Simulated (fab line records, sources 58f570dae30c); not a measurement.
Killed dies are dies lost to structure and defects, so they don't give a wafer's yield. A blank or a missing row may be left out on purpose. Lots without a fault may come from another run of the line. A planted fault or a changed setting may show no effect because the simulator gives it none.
One fault seen from 2 desks | flow berkeley_cmos170 | each desk has only its own numbers; what lay behind them comes last

THE METROLOGY DESK
What the gauges read, lot by lot, whatever tool the lot ran on: means of the sampled wafers that have a number. A lot is out of limits, marked OUT, if its mean lies more than 4 standard deviations from the usual mean; the brackets give that distance.
Columns: A = cd_nm at UCB170_NSD_CD_MEAS_06, usual 1199.8 nm
lot  | first seen here | A
L681 | day 6 15:47     | 1201.8
L680 | day 6 16:19     | 1201.8
L682 | day 6 18:41     | 1200.2
L683 | day 6 19:14     | 1199.8
L685 | day 7 05:56     | 1198.3
L687 | day 7 19:25     | 1209.4 (+6.0) OUT
L688 | day 7 19:32     | 1207.5 (+4.8) OUT
L690 | day 8 13:38     | 1200.0
L696 | day 9 17:36     | 1202.3
L697 | day 9 21:13     | 1202.5
L699 | day 10 17:14    | 1200.3
L701 | day 10 21:13    | 1198.4
L702 | day 10 21:40    | 1198.2
L703 | day 11 13:42    | 1199.9
This desk's finding: out of limits on L687, L688; first on L687, day 7 19:25 (cd_nm at UCB170_NSD_CD_MEAS_06). In limits: L681, L680, L682, L683, L685, L690, L696, L697, L699, L701, L702, L703.

THE TOOL OWNER'S DESK: krf_scanner-02
The tool's own readings at UCB170_NSD_EXPOSE_03 (exposes mask NSELECT MOD, target cd 1200 nm): means of the sampled wafers that have a number, for each lot that ran on this tool. A lot is out of limits, marked OUT, if its mean lies more than 4 standard deviations from the usual mean; the brackets give that distance.
Columns: A = exposure_dose_mJ_cm2 at UCB170_NSD_EXPOSE_03, usual 29.98
lot  | first seen here | A
L681 | day 6 15:11     | 30.01
L683 | day 6 18:32     | 29.98
L687 | day 7 19:01     | 29.94
L688 | day 7 19:08     | 29.95
L702 | day 10 21:04    | 29.94
L703 | day 11 13:19    | 29.97
This desk's finding: nothing out of limits on any of the 6 lots.

PUT TOGETHER
The metrology desk could have raised an alarm at day 7 19:25, on L687, L688.
The tool owner's desk saw nothing out of limits.
The tool owner's desk has L687, L688 on record, within its limits.
Of the lots named, all ran UCB170_NSD_EXPOSE_03 on krf_scanner-02.

WHAT THE SIMULATOR HAD PUT IN
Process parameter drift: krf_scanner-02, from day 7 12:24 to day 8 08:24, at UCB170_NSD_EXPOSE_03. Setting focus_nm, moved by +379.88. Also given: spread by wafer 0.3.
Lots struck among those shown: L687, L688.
Hours from the fault's start to each desk's first reading out of limits: the metrology desk, 7.
